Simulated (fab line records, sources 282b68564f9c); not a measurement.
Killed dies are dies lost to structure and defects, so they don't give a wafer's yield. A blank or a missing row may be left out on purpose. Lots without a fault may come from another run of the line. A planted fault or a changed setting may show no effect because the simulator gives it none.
Chamber matching | flow rit_cmos | RIT_SPACER_ETCHBACK_05 on rie_diel-02: 4 sister chambers
The step etches Si3N4 in SF6/CHF3, stops on SiO2, target depth 250 nm, time 240 s. 4 wafers are shown with their chamber, then 7 later ones without.

WAFERS WITH THEIR CHAMBER
wafer  | chamber | drypump_motor_current_A (A)
L597.5 | 0       | 5.58
L600.3 | 3       | 5.29
L602.1 | 1       | 5.54
L602.4 | 2       | 4.96

WAFERS WITHOUT THEIR CHAMBER
wafer  | drypump_motor_current_A (A)
L602.6 | 5.53
L611.2 | 5.58
L611.4 | 5.33
L611.6 | 4.95
L615.2 | 5.31
L615.3 | 4.96
L615.4 | 5.57

WHICH CHAMBER EACH WENT THROUGH
wafer  | from the rows above     | in truth
L602.6 | 1                       | 1
L611.2 | 0                       | 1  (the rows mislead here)
L611.4 | 3                       | 3
L611.6 | 2                       | 2
L615.2 | 3                       | 3
L615.3 | 2                       | 2
L615.4 | can't be placed: 0 or 1 | 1
Placed correctly: 5 of 7. Can't be placed from these rows: 1 (the true chamber is among the candidates in 1). Placed wrongly: 1.
How it was worked out, from the rows above alone: a wafer's distance from a chamber is the root of the sum, over the readings, of the square of ((its reading less the chamber's mean) divided by the reading's scatter). The wafer belongs to the nearest chamber; if the next one is less than 2 further off, it can't be placed. A chamber's mean is the mean of its shown wafers. The scatter: with one shown wafer a chamber, the root of the mean of the squares of how far each hidden wafer lies from its nearest shown one.
